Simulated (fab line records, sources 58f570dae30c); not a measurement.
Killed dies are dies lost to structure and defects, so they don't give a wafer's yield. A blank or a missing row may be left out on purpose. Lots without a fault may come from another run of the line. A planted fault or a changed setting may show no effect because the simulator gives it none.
fab line records | flow berkeley_cmos170 | part 1 of 2: steps 1 to 25 of 35
record lots=5 wafers=15 last_day=12
route steps=331 shown GATE@137 PLDD@145 NLDD@158 SPACER@171
lots that met no fault: from a run of the same line without faults
start_h: hours from the record's first day to the start of the lot's first wafer shown | wait_h: hours since the lot's step before | " the same as in the row above | L1.1+2: a row that stands for several wafers | - no value, or no start given | * or withheld: withheld | < > ~ a bound
route shown NAME@n: a module of which the file shows steps, and the number in the route of the first | usual: mean/standard deviation of fault-free wafers | same: alike in all rows | chamber/n: place in a boat | sites: the reading at each site | _std_site: their standard deviation | _edge_site: outer sites' mean less inner sites' | radius_mm: how far each site lies from the wafer's centre | mask NAME#n: copy n | behind: the tool/chamber that last shaped the wafer | hold: why the lot was held/for how many hours/how that ended | device: the transistor (n, p or np) that didn't switch | end of line: the same wafers' tests at the end of the route | a step without rows: its recipe alone | killed: dies lost to structure and defects at the first sort, not the wafer's yield | map: a wafer's dies, x killed, . not, _ none there
set.NAME: the setting as run; set.NAME@STEP: as run at that earlier step | model.NAME: the simulator's own value behind a step, which no gauge read
lots at some steps of the route; a table a step, a row a wafer
services: from which hour (start_h, from the record's first day; less than 0 if before it) a tool's chamber was out of use, for how many hours, and why
## steps
# step UCB170_GATE_DEVELOP_11
# recipe developer=TMAH develop_time_s=45 resist=KrF dev_temp_c=21
# usual exhaust_pa=45.2/0.96
# columns lot.wafer tool chamber start_h wait_h exhaust_pa
L079.3 litho_track-02 0 - - 45.7
L079.5 " 0 " " 45.6
L079.6 " 0 " " 44.5
L085.1 litho_track-03 0 - - 44.3
L085.2 " 0 " " 43.5
L085.4 " 0 " " 43.5
L090.2 litho_track-02 0 - - 45.5
L090.3 " 0 " " 45.4
L090.4 " 0 " " 45.4
L092.1 litho_track-03 0 - - 44.9
L092.2 " 0 " " 45.7
L092.6 " 0 " " 44.5
L094.2 litho_track-02 0 - - 44.8
L094.3 " 0 " " 44.9
L094.5 " 0 " " 46.1
# step UCB170_GATE_CD_MEAS_12
# recipe target_cd_nm=350
# usual cd_nm=350.3/1.6
# columns lot.wafer tool chamber start_h wait_h cd_nm
L079.3 cd_sem-02 - 171.53 - 351.4
L079.5 " - " " 348.5
L079.6 " - " " 349.4
L085.1 cd_sem-02 - 193.83 - 349.5
L085.2 " - " " 350.1
L085.4 " - " " 348.1
L090.2 cd_sem-01 - 224.96 - 353.2
L090.3 " - " " 351.0
L090.4 " - " " 352.8
L092.1 cd_sem-01 - 225.06 - 351.3
L092.2 " - " " 350.2
L092.6 " - " " 349.4
L094.2 cd_sem-01 - 250.65 - 352.3
L094.3 " - " " 350.7
L094.5 " - " " 350.8
# step UCB170_GATE_OVL_MEAS_13
# usual GATE_OVL=1/5.4
# columns lot.wafer tool chamber start_h wait_h GATE_OVL[nm]
L079.3 overlay-02 - 171.62 0.1 1
L079.5 " - " " -1
L079.6 " - " " 4
L085.1 overlay-01 - 193.95 0.1 6
L085.2 " - " " 11
L085.4 " - " " 8
L090.2 overlay-02 - 225.06 0.1 -3
L090.3 " - " " -3
L090.4 " - " " -5
L092.1 overlay-01 - 225.18 0.1 3
L092.2 " - " " 9
L092.6 " - " " 5
L094.2 overlay-02 - 250.76 0.1 -8
L094.3 " - " " -6
L094.5 " - " " -6
# step UCB170_GATE_ETCH_14
# recipe chemistry=N2/H2 target_depth_a=withheld overetch_a=withheld target=BARC time_s=withheld source_w=500 bias_w=100 pressure_mtorr=30 n2_flow_sccm=100 h2_flow_sccm=200
# usual drypump_motor_current_A=5.7/0.43 h2_flow_sccm=200.0/0.63 oes_product_au=0.996/0.023 throttle_valve_pct=13.30/0.18
# columns lot.wafer tool chamber start_h wait_h drypump_motor_current_A h2_flow_sccm oes_product_au throttle_valve_pct
L079.3 rie_diel-02 3 171.65 0.0 6.0 199.5 1.009 13.12
L079.5 " 2 " " 6.2 200.9 0.955 13.42
L079.6 " 1 " " 5.8 200.0 1.024 13.44
L085.1 rie_diel-01 3 193.99 0.0 5.8 202.1 0.977 13.21
L085.2 " 0 " " 5.3 200.6 0.975 13.20
L085.4 " 1 " " 6.1 201.2 1.004 12.99
L090.2 rie_diel-01 3 225.09 0.0 5.7 200.7 0.969 13.23
L090.3 " 0 " " 5.3 200.9 0.983 13.22
L090.4 " 0 " " 5.3 200.7 0.989 13.20
L092.1 rie_diel-02 2 225.21 0.0 6.2 199.3 0.969 13.40
L092.2 " 0 " " 5.0 200.7 0.986 13.57
L092.6 " 2 " " 6.2 200.5 0.963 13.42
L094.2 rie_diel-03 2 250.79 0.0 5.6 200.1 1.015 13.27
L094.3 " 1 " " 5.5 199.5 1.015 13.08
L094.5 " 2 " " 5.6 201.0 1.008 13.26
# step UCB170_GATE_ETCH_15
# recipe chemistry=HBr/Cl2 target=poly-Si stop_on=SiO2 over_etch_frac=0.3 icp_w=300 bias_w=150 time_s=56.3 pressure_mtorr=15 HBr_flow_sccm=150 Cl2_flow_sccm=50 target_depth_a=2782
# usual HBr_flow_sccm=150.0/0.45 drypump_motor_current_A=6.0/0.33 oes_product_au=0.831/0.017 throttle_valve_pct=26.52/0.27
# same over_etch_frac=0.3
# columns lot.wafer tool chamber start_h wait_h HBr_flow_sccm drypump_motor_current_A oes_product_au rf_hours_counter_h throttle_valve_pct
L079.3 rie_si-02 0 171.69 - 150.6 6.2 0.828 56 26.49
L079.5 " 1 " " 150.7 5.9 0.846 - 26.55
L079.6 " 2 " " 149.1 5.2 0.828 - 26.86
L085.1 rie_si-02 1 194.03 - 150.2 5.9 0.851 22 26.55
L085.2 " 2 " " 149.7 5.2 0.834 2 26.84
L085.4 " 0 " " 149.5 6.1 0.815 57 26.49
L090.2 rie_si-01 0 225.14 - 149.9 6.2 0.818 67 26.80
L090.3 " 3 " " 150.3 6.4 0.811 0 26.60
L090.4 " 3 " " 151.0 6.4 0.824 - 26.61
L092.1 rie_si-02 1 225.26 - 150.0 5.9 0.853 23 26.53
L092.2 " 3 " " 150.0 5.8 0.834 2 26.71
L092.6 " 0 " " 149.4 6.1 0.816 - 26.48
L094.2 rie_si-01 2 250.83 - 150.0 6.2 0.799 6 26.02
L094.3 " 0 " " 149.7 6.2 0.810 67 26.79
L094.5 " 2 " " 149.4 6.2 0.810 - 26.03
# step UCB170_GATE_STRIP_16
# recipe chemistry=O2 power_w=400 pressure_mtorr=3500 platen_temp_c=withheld o2_flow_sccm=400 overash_fraction=0.5
# usual drypump_motor_current_A=5.99/0.25 oes_product_au=0.724/0.0041
# columns lot.wafer tool chamber start_h wait_h drypump_motor_current_A oes_product_au rf_hours_counter_h
L079.3 plasma_asher-01 1 171.77 0.1 6.08 0.725 -
L079.5 " 0 " " 6.13 0.727 -
L079.6 " 1 " " 6.05 0.721 -
L085.1 plasma_asher-03 0 194.08 0.0 6.16 0.725 39
L085.2 " 1 " " 5.43 0.731 39
L085.4 " 1 " " 5.42 0.724 -
L090.2 plasma_asher-01 1 225.18 0.0 6.09 0.721 51
L090.3 " 1 " " 6.07 0.720 -
L090.4 " 0 " " 6.15 0.732 -
L092.1 plasma_asher-01 1 225.30 0.0 6.09 0.715 51
L092.2 " 0 " " 6.15 0.719 51
L092.6 " 0 " " 6.13 0.720 -
L094.2 plasma_asher-01 1 250.88 0.0 6.05 0.725 55
L094.3 " 1 " " 6.06 0.718 -
L094.5 " 1 " " 6.10 0.723 -
# step UCB170_GATE_CD_MEAS_90
# recipe target_cd_nm=350
# usual cd_nm=350.3/1.7
# columns lot.wafer tool chamber start_h wait_h cd_nm
L079.3 cd_sem-02 - 172.25 0.4 352.0
L079.5 " - " " 349.0
L079.6 " - " " 349.5
L085.1 cd_sem-02 - 194.43 0.3 349.1
L085.2 " - " " 349.8
L085.4 " - " " 349.1
L090.2 cd_sem-01 - 225.32 0.1 353.5
L090.3 " - " " 351.8
L090.4 " - " " 354.1
L092.1 cd_sem-02 - 225.40 0.1 350.4
L092.2 " - " " 350.6
L092.6 " - " " 348.7
L094.2 cd_sem-02 - 251.05 0.1 352.8
L094.3 " - " " 350.5
L094.5 " - " " 350.6
# step UCB170_GATE_CLEAN_17
# recipe chemistry=SPM temp_c=120 time_s=600
# usual bath_heat_duty_pct=13.7/1.5
# columns lot.wafer tool chamber start_h wait_h bath_heat_duty_pct
L079.3 wet_bench-03 3 172.33 0.1 14.5
L079.5 " 3 " " 14.5
L079.6 " 3 " " 13.8
L085.1 wet_bench-03 0 196.92 2.5 11.6
L085.2 " 0 " " 11.6
L085.4 " 0 " " 12.5
L090.2 wet_bench-03 0 225.56 0.2 11.4
L090.3 " 0 " " 11.1
L090.4 " 0 " " 11.5
L092.1 wet_bench-03 2 225.56 0.1 12.1
L092.2 " 2 " " 11.6
L092.6 " 2 " " 11.9
L094.2 wet_bench-03 2 251.15 0.1 12.1
L094.3 " 2 " " 12.0
L094.5 " 2 " " 12.8
# step UCB170_PLDD_HMDS_00
# recipe prime_time_s=60 prime_temp_c=100
# usual exhaust_pa=44.9/0.76
# columns lot.wafer tool chamber start_h wait_h exhaust_pa
L079.3 litho_track-01 0 172.95 0.4 44.7
L079.5 " 0 " " 44.7
L079.6 " 0 " " 44.1
L085.1 litho_track-02 0 197.40 0.3 46.5
L085.2 " 0 " " 45.5
L085.4 " 0 " " 45.0
L090.2 litho_track-01 0 226.02 0.3 45.7
L090.3 " 0 " " 44.8
L090.4 " 0 " " 44.8
L092.1 litho_track-04 0 226.08 0.3 45.0
L092.2 " 0 " " 43.4
L092.6 " 0 " " 44.3
L094.2 litho_track-01 0 251.51 0.2 45.8
L094.3 " 0 " " 45.9
L094.5 " 0 " " 44.2
# step UCB170_PLDD_COAT_01
# recipe resist=KrF spin_rpm=1500 resist_thk_nm=900
# usual exhaust_pa=45.1/0.85
# columns lot.wafer tool chamber start_h wait_h exhaust_pa
L079.3 litho_track-01 0 173.10 0.1 43.8
L079.5 " 0 " " 44.9
L079.6 " 0 " " 45.2
L085.1 litho_track-02 0 197.55 0.1 45.4
L085.2 " 0 " " 46.2
L085.4 " 0 " " 45.5
L090.2 litho_track-01 0 226.17 0.1 45.6
L090.3 " 0 " " 46.0
L090.4 " 0 " " 45.5
L092.1 litho_track-04 0 226.23 0.1 44.6
L092.2 " 0 " " 44.5
L092.6 " 0 " " 44.4
L094.2 litho_track-01 0 251.66 0.1 45.4
L094.3 " 0 " " 43.9
L094.5 " 0 " " 44.7
# step UCB170_PLDD_SOFTBAKE_02
# recipe resist=KrF temp_c=130 time_s=60
# usual exhaust_pa=45.1/0.88
# columns lot.wafer tool chamber start_h wait_h exhaust_pa
L079.3 litho_track-01 0 173.25 0.1 45.0
L079.5 " 0 " " 45.2
L079.6 " 0 " " 45.0
L085.1 litho_track-02 0 197.70 0.1 44.4
L085.2 " 0 " " 44.1
L085.4 " 0 " " 44.1
L090.2 litho_track-01 0 226.32 0.1 45.8
L090.3 " 0 " " 46.5
L090.4 " 0 " " 45.4
L092.1 litho_track-04 0 226.38 0.1 46.7
L092.2 " 0 " " 45.3
L092.6 " 0 " " 45.6
L094.2 litho_track-01 0 251.81 0.1 45.0
L094.3 " 0 " " 45.3
L094.5 " 0 " " 44.7
# step UCB170_PLDD_EXPOSE_03
# recipe mask_id=PSELECT na=0.5 sigma_outer=0.6 source_shape=conventional target_cd_nm=1200 dose_mj=30
# columns lot.wafer tool chamber start_h wait_h mask
L079.3+5+6 krf_scanner-01 0 173.54 0.3 PSELECT#0
L085.1+2+4 krf_scanner-02 0 - - PSELECT#0
L090.2+3+4 krf_scanner-02 0 226.55 0.2 PSELECT#0
L092.1+2+6 krf_scanner-02 0 226.65 0.2 PSELECT#0
L094.2+3+5 krf_scanner-01 0 251.95 0.1 PSELECT#0
# step UCB170_PLDD_PEB_04
# recipe peb_temp_c=130 peb_time_s=withheld resist=KrF
# usual exhaust_pa=45.3/0.92
# columns lot.wafer tool chamber start_h wait_h exhaust_pa
L079.3 litho_track-04 0 173.95 0.4 45.4
L079.5 " 0 " " 45.8
L079.6 " 0 " " 45.7
L085.1 litho_track-02 0 - - 46.0
L085.2 " 0 " " 45.5
L085.4 " 0 " " 45.0
L090.2 litho_track-02 0 226.86 0.3 45.7
L090.3 " 0 " " 44.7
L090.4 " 0 " " 45.5
L092.1 litho_track-01 0 226.89 0.2 45.2
L092.2 " 0 " " 46.7
L092.6 " 0 " " 46.1
L094.2 litho_track-02 0 252.11 0.1 45.4
L094.3 " 0 " " 43.8
L094.5 " 0 " " 43.8
# step UCB170_PLDD_DEVELOP_05
# recipe developer=TMAH develop_time_s=45 resist=KrF dev_temp_c=21
# usual exhaust_pa=45.1/0.91
# columns lot.wafer tool chamber start_h wait_h exhaust_pa
L079.3 litho_track-04 0 - - 44.2
L079.5 " 0 " " 45.1
L079.6 " 0 " " 44.6
L085.1 litho_track-02 0 - - 47.7
L085.2 " 0 " " 45.4
L085.4 " 0 " " 44.9
L090.2 litho_track-02 0 - - 46.2
L090.3 " 0 " " 46.0
L090.4 " 0 " " 44.4
L092.1 litho_track-01 0 - - 45.9
L092.2 " 0 " " 43.6
L092.6 " 0 " " 45.5
L094.2 litho_track-02 0 - - 44.8
L094.3 " 0 " " 44.6
L094.5 " 0 " " 44.1
# step UCB170_PLDD_CD_MEAS_06
# recipe target_cd_nm=1200
# usual cd_nm=1199.7/1.5
# columns lot.wafer tool chamber start_h wait_h cd_nm
L079.3 cd_sem-02 - 174.41 - 1198.4
L079.5 " - " " 1196.8
L079.6 " - " " 1200.7
L085.1 cd_sem-02 - 199.85 - 1199.4
L085.2 " - " " 1199.9
L085.4 " - " " 1200.5
L090.2 cd_sem-01 - 227.19 - 1200.4
L090.3 " - " " 1199.1
L090.4 " - " " 1198.8
L092.1 cd_sem-02 - 227.26 - 1200.4
L092.2 " - " " 1201.2
L092.6 " - " " 1201.5
L094.2 cd_sem-02 - 252.38 - 1197.4
L094.3 " - " " 1196.6
L094.5 " - " " 1197.7
# step UCB170_PLDD_OVL_MEAS_07
# usual PLDD_OVL=1/5.5
# columns lot.wafer tool chamber start_h wait_h PLDD_OVL[nm]
L079.3 overlay-02 - 174.50 0.1 1
L079.5 " - " " 0
L079.6 " - " " 2
L085.1 overlay-01 - 199.97 0.1 4
L085.2 " - " " 5
L085.4 " - " " 6
L090.2 overlay-02 - 227.29 0.1 2
L090.3 " - " " -4
L090.4 " - " " 2
L092.1 overlay-01 - 227.38 0.1 -5
L092.2 " - " " 1
L092.6 " - " " -2
L094.2 overlay-02 - 252.49 0.1 1
L094.3 " - " " 2
L094.5 " - " " 5
# step UCB170_PLDD_IMPLANT_08
# recipe species=BF2 dose_cm2=5e+13 energy_kev=10 tilt_deg=7 rotation_deg=0
# usual end_station_pressure_torr=5.1e-06/3e-07
# columns lot.wafer tool chamber start_h wait_h end_station_pressure_torr
L079.3 implanter-02 0 174.58 0.1 5.61e-06
L079.5 " 0 " " 5.39e-06
L079.6 " 0 " " 5.31e-06
L085.1 implanter-04 0 200.01 0.0 4.87e-06
L085.2 " 0 " " 5.02e-06
L085.4 " 0 " " 5.21e-06
L090.2 implanter-02 0 227.41 0.1 5.1e-06
L090.3 " 0 " " 5.51e-06
L090.4 " 0 " " 5.09e-06
L092.1 implanter-04 0 227.50 0.1 4.73e-06
L092.2 " 0 " " 4.36e-06
L092.6 " 0 " " 5.16e-06
L094.2 implanter-03 0 252.54 0.0 5.14e-06
L094.3 " 0 " " 5.49e-06
L094.5 " 0 " " 5.03e-06
# step UCB170_PLDD_IMPLANT_09
# recipe species=BF2 dose_cm2=5e+13 energy_kev=10 tilt_deg=7 rotation_deg=180
# usual end_station_pressure_torr=5.12e-06/2.7e-07
# columns lot.wafer tool chamber start_h wait_h end_station_pressure_torr
L079.3 implanter-02 0 174.73 0.1 4.9e-06
L079.5 " 0 " " 4.9e-06
L079.6 " 0 " " 5.1e-06
L085.1 implanter-04 0 200.16 0.1 4.99e-06
L085.2 " 0 " " 4.71e-06
L085.4 " 0 " " 4.97e-06
L090.2 implanter-02 0 227.56 0.1 5.19e-06
L090.3 " 0 " " 5.19e-06
L090.4 " 0 " " 5.48e-06
L092.1 implanter-04 0 227.65 0.1 4.98e-06
L092.2 " 0 " " 5.04e-06
L092.6 " 0 " " 5.28e-06
L094.2 implanter-03 0 252.69 0.1 5.09e-06
L094.3 " 0 " " 5.41e-06
L094.5 " 0 " " 5.14e-06
# step UCB170_PLDD_STRIP_10
# recipe chemistry=O2 power_w=400 pressure_mtorr=3500 platen_temp_c=withheld o2_flow_sccm=400 overash_fraction=0.5
# usual drypump_motor_current_A=6.11/0.23 oes_product_au=0.734/0.0045 strip_time_to_endpoint_s=21.61/0.057
# columns lot.wafer tool chamber start_h wait_h drypump_motor_current_A oes_product_au rf_hours_counter_h strip_time_to_endpoint_s
L079.3 plasma_asher-04 1 174.86 0.1 6.10 0.741 - 21.65
L079.5 " 0 " " 6.44 0.735 - 21.63
L079.6 " 1 " " 6.07 0.723 - 21.65
L085.1 plasma_asher-01 1 200.31 0.1 6.07 0.734 47 21.51
L085.2 " 0 " " 6.15 0.736 47 21.59
L085.4 " 1 " " 6.04 0.735 - 21.58
L090.2 plasma_asher-01 1 227.68 0.1 6.07 0.729 52 21.54
L090.3 " 0 " " 6.16 0.728 - 21.61
L090.4 " 1 " " 6.03 0.730 - 21.57
L092.1 plasma_asher-04 1 227.80 0.1 6.10 0.737 15 21.56
L092.2 " 0 " " 6.44 0.729 15 21.62
L092.6 " 0 " " 6.43 0.734 - 21.61
L094.2 plasma_asher-04 0 252.82 0.1 6.44 0.735 19 21.51
L094.3 " 1 " " 6.12 0.742 - 21.56
L094.5 " 0 " " 6.44 0.736 - 21.55
# step UCB170_PLDD_TW_MEAS_11
# usual PLDD_TW=1002/13
# columns lot.wafer tool chamber start_h wait_h PLDD_TW
L079.3 film_metro-02 - 174.95 0.1 1015
L079.5 " - " " 1008
L079.6 " - " " 1011
L085.1 film_metro-01 - 200.41 0.1 1015
L085.2 " - " " 1010
L085.4 " - " " 1013
L090.2 film_metro-02 - 227.79 0.1 1008
L090.3 " - " " 1007
L090.4 " - " " 1011
L092.1 film_metro-03 - 227.90 0.1 991
L092.2 " - " " 987
L092.6 " - " " 989
L094.2 film_metro-03 - 252.93 0.1 982
L094.3 " - " " 984
L094.5 " - " " 982
# step UCB170_PLDD_CLEAN_12
# recipe chemistry=SPM temp_c=120 time_s=600
# usual bath_heat_duty_pct=13.3/1.4
# columns lot.wafer tool chamber start_h wait_h bath_heat_duty_pct
L079.3 wet_bench-03 0 175.15 0.2 12.6
L079.5 " 0 " " 11.6
L079.6 " 0 " " 12.3
L085.1 wet_bench-03 1 200.55 0.1 14.8
L085.2 " 1 " " 13.9
L085.4 " 1 " " 13.6
L090.2 wet_bench-03 2 227.90 0.1 12.1
L090.3 " 2 " " 10.8
L090.4 " 2 " " 12.1
L092.1 wet_bench-03 1 228.09 0.2 16.1
L092.2 " 1 " " 14.4
L092.6 " 1 " " 14.1
L094.2 wet_bench-03 1 252.98 0.0 14.7
L094.3 " 1 " " 15.0
L094.5 " 1 " " 14.4
# step UCB170_NLDD_HMDS_00
# recipe prime_time_s=60 prime_temp_c=100
# usual exhaust_pa=45.4/0.87
# columns lot.wafer tool chamber start_h wait_h exhaust_pa
L079.3 litho_track-04 0 175.46 0.1 44.4
L079.5 " 0 " " 46.6
L079.6 " 0 " " 44.9
L085.1 litho_track-01 0 201.44 0.7 45.4
L085.2 " 0 " " 45.6
L085.4 " 0 " " 45.5
L090.2 litho_track-03 0 229.23 1.1 45.2
L090.3 " 0 " " 44.3
L090.4 " 0 " " 45.3
L092.1 litho_track-01 0 229.61 1.3 45.7
L092.2 " 0 " " 46.2
L092.6 " 0 " " 45.3
L094.2 litho_track-03 0 253.35 0.2 46.1
L094.3 " 0 " " 45.8
L094.5 " 0 " " 44.8
# step UCB170_NLDD_COAT_01
# recipe resist=KrF spin_rpm=1500 resist_thk_nm=900
# usual exhaust_pa=44.9/0.85
# columns lot.wafer tool chamber start_h wait_h exhaust_pa
L079.3 litho_track-04 0 175.61 0.1 43.7
L079.5 " 0 " " 43.8
L079.6 " 0 " " 45.0
L085.1 litho_track-01 0 201.59 0.1 45.6
L085.2 " 0 " " 45.4
L085.4 " 0 " " 45.1
L090.2 litho_track-03 0 229.38 0.1 45.0
L090.3 " 0 " " 43.2
L090.4 " 0 " " 44.6
L092.1 litho_track-01 0 229.76 0.1 44.0
L092.2 " 0 " " 44.2
L092.6 " 0 " " 43.5
L094.2 litho_track-03 0 253.50 0.1 44.6
L094.3 " 0 " " 46.2
L094.5 " 0 " " 45.8
# step UCB170_NLDD_SOFTBAKE_02
# recipe resist=KrF temp_c=130 time_s=60
# usual exhaust_pa=45.0/0.86
# columns lot.wafer tool chamber start_h wait_h exhaust_pa
L079.3 litho_track-04 0 175.76 0.1 44.7
L079.5 " 0 " " 46.0
L079.6 " 0 " " 45.5
L085.1 litho_track-01 0 201.74 0.1 45.0
L085.2 " 0 " " 45.8
L085.4 " 0 " " 45.6
L090.2 litho_track-03 0 229.53 0.1 45.0
L090.3 " 0 " " 43.7
L090.4 " 0 " " 44.0
L092.1 litho_track-01 0 229.91 0.1 45.7
L092.2 " 0 " " 46.0
L092.6 " 0 " " 45.3
L094.2 litho_track-03 0 253.65 0.1 44.6
L094.3 " 0 " " 43.8
L094.5 " 0 " " 45.0
# step UCB170_NLDD_EXPOSE_03
# recipe mask_id=NSELECT na=0.5 sigma_outer=0.6 source_shape=conventional target_cd_nm=1200 dose_mj=30
# columns lot.wafer tool chamber start_h wait_h mask
L079.3+5+6 krf_scanner-02 0 176.06 0.3 NSELECT#0
L085.1+2+4 krf_scanner-02 0 202.09 0.3 NSELECT#0
L090.2+3+4 krf_scanner-01 0 229.75 0.2 NSELECT#0
L092.1+2+6 krf_scanner-01 0 230.06 0.1 NSELECT#0
L094.2+3+5 krf_scanner-02 0 253.92 0.2 NSELECT#0
